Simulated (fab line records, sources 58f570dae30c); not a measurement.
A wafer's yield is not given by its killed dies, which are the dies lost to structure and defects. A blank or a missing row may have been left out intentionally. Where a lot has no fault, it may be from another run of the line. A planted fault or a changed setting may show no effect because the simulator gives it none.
Which tool was responsible?	flow berkeley cmos170	Sampling: 7 lots, 21 wafers, 5 of 331 route steps

== WHAT THE GAUGES SHOWED, per wafer ==
UCB170_M2_CD_MEAS_90: target cd 700 nm.
lot	measured	on	cd nm (nm)
L612	day 8 15:40	cd sem-02	697.6 696.2 701.3
L615	day 9 14:18	cd sem-01	698.1 699.9 699.2
L616	day 10 02:07	cd sem-01	703.8 696.6 700.9
L621	day 11 08:43	cd sem-01	707.1 702.7 706.1
L628	day 12 23:24	cd sem-01	722.7 702.1 721.5
L632	day 14 01:32	cd sem-01	697.0 697.1 698.4
L634	day 14 11:14	cd sem-02	702.6 702.5 705.6

== WHAT TOOL EACH LOT RAN ON (gives the tool, then ch and the chambers of the sampled wafers, and finally the start) ==
lot	UCB170_SILICIDE_RTA_04	UCB170_V1_CVD_00	UCB170_M2_METAL_ETCH_18	UCB170_M2_STRIP_19
L612	rtp anneal-02 ch 0, day 7 22:02	pecvd-01 ch 0,1,2, day 8 08:25	rie metal-02 ch 0,1, day 8 15:22	plasma asher-02 ch 0,1, day 8 15:32
L615	rtp anneal-01 ch 0, day 9 00:50	pecvd-03 ch 0,1, day 9 08:25	rie metal-02 ch 0,1, day 9 14:01	plasma asher-02 ch 0,1, day 9 14:12
L616	rtp anneal-02 ch 0, day 9 08:29	pecvd-03 ch 0,1, day 9 18:10	rie metal-02 ch 0,1, day 10 01:50	plasma asher-01 ch 0,1, day 10 02:01
L621	rtp anneal-01 ch 0, day 10 18:31	pecvd-02 ch 1,2, day 11 03:21	rie metal-02 ch 0,1, day 11 08:27	plasma asher-01 ch 0,1, day 11 08:37
L628	rtp anneal-01 ch 0, day 12 10:11	pecvd-02 ch 1,2, day 12 18:32	rie metal-01 ch 0,1, day 12 23:07	plasma asher-03 ch 0,1, day 12 23:18
L632	rtp anneal-02 ch 0, day 13 12:00	pecvd-03 ch 0,2, day 13 20:14	rie metal-02 ch 0,1, day 14 01:14	plasma asher-01 ch 0,1, day 14 01:25
L634	rtp anneal-01 ch 0, day 13 18:31	pecvd-02 ch 0,1,2, day 14 03:01	rie metal-04 ch 0,1, day 14 10:56	plasma asher-02 ch 0,1, day 14 11:08
- UCB170_SILICIDE_RTA_04: time 15 s.
- UCB170_V1_CVD_00: deposits SiO2 from TEOS/O2, target thk 2000 nm, time 250 s.
- UCB170_M2_METAL_ETCH_18: etches Al in Cl2/BCl3, stops on SiO2, target depth 1170 nm, time 195 s.
- UCB170_M2_STRIP_19: strips in O2.

== THE ANSWER, worked out from the rows above alone ==
Rule: usual is defined by the lots themselves. Put in order of their means at a reading, lots are off if they are a third of the lots or fewer, leave a main group of 4 or more, and stand apart from it by a gap of 3 or more times the standard deviation of the main group's means; of several such gaps the widest counts. Not used: any main group whose means are identical at the precision the tables above print for the reading. A lot without any number at a reading at which 4 lots or more have one is off too. All remaining lots with rows at the step are treated as sound.
Off: L628, at UCB170_M2_CD_MEAS_90 (cd nm). The main group has a mean of 700.7 nm with a standard deviation of 2.8.
If a tool, at a process step before that reading, ran all the lots that are off and no sound lot after the first of them, it fits. The gauges at UCB170_M2_CD_MEAS_90 are tried like those tools. This does not decide it: 2 tools fit, namely rie metal-01 at UCB170_M2_METAL_ETCH_18 and plasma asher-03 at UCB170_M2_STRIP_19.

== WHAT HAD BEEN PUT IN BY THE SIMULATOR ==
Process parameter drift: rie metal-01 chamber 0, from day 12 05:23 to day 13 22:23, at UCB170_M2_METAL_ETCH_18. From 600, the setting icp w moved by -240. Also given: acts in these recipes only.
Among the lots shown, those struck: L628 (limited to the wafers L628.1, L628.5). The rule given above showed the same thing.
